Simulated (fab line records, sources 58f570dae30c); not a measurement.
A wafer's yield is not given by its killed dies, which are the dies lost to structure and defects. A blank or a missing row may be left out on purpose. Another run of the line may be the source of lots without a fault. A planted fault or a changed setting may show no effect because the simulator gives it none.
Check for tools in common || flow berkeley_cmos170 || Sample size 14 lots and 42 wafers

WHAT PROMPTED THE OPENING
At UCB170_NWELL_OVL_MEAS_12 the reading NWELL_OVL is flagged on 3 of 14 lots. Wafers without a fault read -1 nm, standard deviation 4.1.
Rule: flag the lot when none of its wafers has a number, or when each of its wafers that has one lies beyond 4 standard deviations from that mean. The other lots count as sound.

{"lot": "L411", "measured": "day 2 06:44", "on": "overlay-01", "NWELL_OVL (nm), wafer by wafer": "-5 -1 -7", "flag": ""}
{"lot": "L412", "measured": "day 2 18:47", "on": "overlay-01", "NWELL_OVL (nm), wafer by wafer": "-4 4 2", "flag": ""}
{"lot": "L413", "measured": "day 3 00:56", "on": "overlay-01", "NWELL_OVL (nm), wafer by wafer": "-7 -2 -5", "flag": ""}
{"lot": "L414", "measured": "day 3 05:34", "on": "overlay-02", "NWELL_OVL (nm), wafer by wafer": "0 -5 -3", "flag": ""}
{"lot": "L415", "measured": "day 3 13:19", "on": "overlay-01", "NWELL_OVL (nm), wafer by wafer": "-3 -3 0", "flag": ""}
{"lot": "L416", "measured": "day 3 14:02", "on": "overlay-01", "NWELL_OVL (nm), wafer by wafer": "-3 -4 0", "flag": ""}
{"lot": "L419", "measured": "day 4 06:41", "on": "overlay-02", "NWELL_OVL (nm), wafer by wafer": "920 924 924", "flag": "FLAGGED"}
{"lot": "L421", "measured": "day 4 12:01", "on": "overlay-02", "NWELL_OVL (nm), wafer by wafer": "927 921 922", "flag": "FLAGGED"}
{"lot": "L423", "measured": "day 5 05:05", "on": "overlay-01", "NWELL_OVL (nm), wafer by wafer": "916 921 921", "flag": "FLAGGED"}
{"lot": "L426", "measured": "day 5 19:24", "on": "overlay-02", "NWELL_OVL (nm), wafer by wafer": "-4 1 0", "flag": ""}
{"lot": "L428", "measured": "day 6 03:14", "on": "overlay-02", "NWELL_OVL (nm), wafer by wafer": "5 0 0", "flag": ""}
{"lot": "L431", "measured": "day 6 18:19", "on": "overlay-01", "NWELL_OVL (nm), wafer by wafer": "-9 -6 -1", "flag": ""}
{"lot": "L432", "measured": "day 7 00:03", "on": "overlay-01", "NWELL_OVL (nm), wafer by wafer": "1 5 1", "flag": ""}
{"lot": "L434", "measured": "day 7 11:31", "on": "overlay-02", "NWELL_OVL (nm), wafer by wafer": "0 -2 10", "flag": ""}
Flagged lots average 922 nm: +923 nm relative to the usual, that is +99 or more standard deviations.

WHICH TOOL EACH LOT WENT THROUGH
The record holds 1 process step before the reading, out of a route of 331 steps. In each cell: the tool, then ch and the chambers that the sampled wafers went through, then the start.
{"lot": "L411", "flag": "", "UCB170_NWELL_EXPOSE_09": "krf_scanner-02 ch 0, day 2 06:09"}
{"lot": "L412", "flag": "", "UCB170_NWELL_EXPOSE_09": "krf_scanner-01 ch 0, day 2 17:37"}
{"lot": "L413", "flag": "", "UCB170_NWELL_EXPOSE_09": "krf_scanner-01 ch 0, day 3 00:20"}
{"lot": "L414", "flag": "", "UCB170_NWELL_EXPOSE_09": "krf_scanner-01 ch 0, day 3 05:10"}
{"lot": "L415", "flag": "", "UCB170_NWELL_EXPOSE_09": "krf_scanner-02 ch 0, day 3 12:55"}
{"lot": "L416", "flag": "", "UCB170_NWELL_EXPOSE_09": "krf_scanner-02 ch 0, day 3 13:16"}
{"lot": "L419", "flag": "FLAGGED", "UCB170_NWELL_EXPOSE_09": "krf_scanner-01 ch 0, day 4 06:19"}
{"lot": "L421", "flag": "FLAGGED", "UCB170_NWELL_EXPOSE_09": "krf_scanner-01 ch 0, day 4 11:38"}
{"lot": "L423", "flag": "FLAGGED", "UCB170_NWELL_EXPOSE_09": "krf_scanner-01 ch 0, day 5 04:41"}
{"lot": "L426", "flag": "", "UCB170_NWELL_EXPOSE_09": "krf_scanner-02 ch 0, day 5 19:01"}
{"lot": "L428", "flag": "", "UCB170_NWELL_EXPOSE_09": "krf_scanner-02 ch 0, day 6 02:17"}
{"lot": "L431", "flag": "", "UCB170_NWELL_EXPOSE_09": "krf_scanner-02 ch 0, day 6 17:35"}
{"lot": "L432", "flag": "", "UCB170_NWELL_EXPOSE_09": "krf_scanner-02 ch 0, day 6 23:41"}
{"lot": "L434", "flag": "", "UCB170_NWELL_EXPOSE_09": "krf_scanner-02 ch 0, day 7 11:10"}
What is done by these steps:
- UCB170_NWELL_EXPOSE_09: exposes mask NWELL, target cd 3000 nm.
- UCB170_NWELL_OVL_MEAS_12

FLAGGED AGAINST TOTAL, ONE TOOL AT A TIME (gauges that did the reading follow at the end)
{"step": "UCB170_NWELL_EXPOSE_09", "tool": "krf_scanner-01", "lots run": 6, "flagged": 3, "share of the flagged lots": "all", "sound lots run after its first flagged lot": 0}
{"step": "UCB170_NWELL_EXPOSE_09", "tool": "krf_scanner-02", "lots run": 8, "flagged": 0, "share of the flagged lots": "none", "sound lots run after its first flagged lot": "-"}
{"step": "UCB170_NWELL_OVL_MEAS_12", "tool": "overlay-01", "lots run": 8, "flagged": 1, "share of the flagged lots": "some", "sound lots run after its first flagged lot": "2 (L431,L432)"}
{"step": "UCB170_NWELL_OVL_MEAS_12", "tool": "overlay-02", "lots run": 6, "flagged": 2, "share of the flagged lots": "some", "sound lots run after its first flagged lot": "3 (L426,L428,L434)"}

WHAT IS ALLOWED BY THE TABLE
In the table, 1 row covers all flagged lots: krf_scanner-01 at UCB170_NWELL_EXPOSE_09.
- krf_scanner-01 at UCB170_NWELL_EXPOSE_09 ran 6 lots, 3 of them flagged. It ran its last sound lot, L414, at day 3 05:10 and its first flagged lot, L419, at day 4 06:19: a fault with its onset between the two fits.
Just one tool remains: krf_scanner-01 at UCB170_NWELL_EXPOSE_09.

WHAT WAS PUT IN BY THE SIMULATOR
Scanner matching overlay: krf_scanner-01, from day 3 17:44 on, at UCB170_NWELL_EXPOSE_09. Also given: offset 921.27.
Shown lots that were struck: L419, L421, L423. Same finding as the rule above.
